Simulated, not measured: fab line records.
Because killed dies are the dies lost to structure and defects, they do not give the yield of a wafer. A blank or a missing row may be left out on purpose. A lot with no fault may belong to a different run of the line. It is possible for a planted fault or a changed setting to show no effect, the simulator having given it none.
The tool behind it: which one? ; flow berkeleyCmos170 ; at 1 step of a route of 331, 7 lots with 21 wafers sampled

WHAT THE GAUGES READ, wafer by wafer
UCB170_SDANNEAL_RS_MEAS_04: a four-point-probe measurement.
lot;measured;on;PLDD_RS (ohm/sq)
L384;day 8 14:49;filmMetro-03;1032.0 1030.8 1033.1
L387;day 9 10:29;filmMetro-03;1033.8 1031.9 1033.6
L391;day 10 07:55;filmMetro-03;1032.0 1035.1 1032.4
L393;day 10 08:04;filmMetro-04;1030.7 1029.2 1030.4
L397;day 11 07:25;filmMetro-04;1030.1 1032.0 1028.0
L398;day 11 21:12;filmMetro-03;1036.3 1035.8 1033.3
L403;day 13 00:38;filmMetro-01;1030.3 1030.8 1031.6

WHAT TOOL EACH LOT RAN ON (gives the tool, then ch and the chambers of the sampled wafers, and finally the start)
There is no process step in the record ahead of these readings.

THE ANSWER, worked out from the rows above alone
Rule: usual is defined by the lots themselves. Put in order of their means at a reading, lots are off if they are a third of the lots or fewer, leave a main group of 4 or more, and stand apart from it by a gap of 3 or more times the standard deviation of the main group's means; of several such gaps the widest counts. A main group is skipped when, at the precision printed for the reading in the tables above, its means are all equal. Also off: a lot with no number at a reading for which 4 or more lots have one. Any other lot the step has rows for is counted as sound.
No lot is off on any of the readings shown, so nothing can be concluded from this.

WHAT THE SIMULATOR HAD INSERTED
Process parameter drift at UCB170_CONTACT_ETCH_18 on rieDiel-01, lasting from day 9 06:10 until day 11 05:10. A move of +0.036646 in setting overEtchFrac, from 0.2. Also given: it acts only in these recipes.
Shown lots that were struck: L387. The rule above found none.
